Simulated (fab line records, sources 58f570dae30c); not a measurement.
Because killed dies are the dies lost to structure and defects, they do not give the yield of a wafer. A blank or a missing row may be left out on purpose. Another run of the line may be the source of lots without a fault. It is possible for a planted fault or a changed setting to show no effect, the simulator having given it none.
Problem report in the 8D (eight disciplines) form, filled by code    flow berkeley_cmos170    the parts of the form that need people (team, actions taken, sign-off) are left out

## 1. THE PROBLEM
Wafers without a fault read 0.620 a.u., standard deviation 0.0084; oes_product_au at UCB170_ZERO_ETCH_06 reads a mean of 1.019 a.u. on 6 wafers belonging to 2 lots. That is +48 standard deviations from the usual mean.
The step: etches SiO2 in CHF3/CF4/Ar, time 12 s.
First seen on wafer L734.1, day 4 08:17, on rie_diel-04. The record has a number at this step for 42 wafers belonging to 14 lots. The rule behind "out" and "out of limits": a value lying over 4 standard deviations away from the usual mean. The rest of the wafers with a number are treated as sound.

## 2. WHAT THIS IS AND IS NOT
question                     is                      is not
which readings at this step  oes_product_au          drypump_motor_current_A, throttle_valve_pct
which lots                   L734, L735              L722, L723, L724, L725, L728, L729, L731, L733, L736, L741, L743, L744
which wafers of those lots   all that have a number  -
read on which tools          rie_diel-04             rie_diel-02, rie_diel-03
when                         from day 4 08:17        up to then (24 sound wafers); but 12 sound wafers of L736, L741, L743, L744 came after

## 3. SUSPECTS, AND WHAT RULES EACH OUT
Counting: any tool at a process step up to the reading is kept as a suspect provided that every lot that is out went through it and no sound lot did after the first of them.
- rie_diel-04 at UCB170_ZERO_ETCH_06 (etches SiO2 in CHF3/CF4/Ar, time 12 s): kept. It processed each lot that is out, first L734 at day 4 08:17, and no sound lot thereafter; up to then, the last sound lot it processed was L725 at day 2 14:08. Out on those wafers are its own readings of oes_product_au.
Left after counting: rie_diel-04 at UCB170_ZERO_ETCH_06.

## 4. THE CAUSE (what the simulator had put in)
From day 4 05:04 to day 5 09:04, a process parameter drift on rie_diel-04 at UCB170_ZERO_ETCH_06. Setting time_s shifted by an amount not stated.
This tool alone remained once counting was done.

## 5. SEQUENCE OF EFFECTS, ordered by route
Rows list readings where the struck wafers' mean (over those with a number) sits beyond 3 standard deviations from the usual. Readings are gone through only where the record gives a usual standard deviation; hours: the median, over the lots, of the time from a lot's start at the first step in this table giving one to that lot's start at this step; sigmas: the change measured in usual standard deviations.
hours  step                  reading                   usual       on struck wafers  change  sigmas
0      UCB170_ZERO_ETCH_06   oes_product_au            0.620 a.u.  1.019             +0.399  +48
0      UCB170_ZERO_STRIP_07  strip_time_to_endpoint_s  21.48 s     21.81             +0.33   +5.1
Process steps it contains:
- UCB170_ZERO_ETCH_06: etches SiO2 in CHF3/CF4/Ar, time 12 s.
- UCB170_ZERO_STRIP_07: strips in O2.
Later steps that measure or inspect, where all struck wafers having a row at the step show a number for every such reading and not one has moved that far: UCB170_PWELL_THK_MEAS_06, UCB170_SPACER_THK_MEAS_01.

## 6. HOW IT WOULD HAVE BEEN CAUGHT EARLIER
First out-of-limits reading in this record: day 4 08:17, which is 3 hours after fault onset at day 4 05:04.
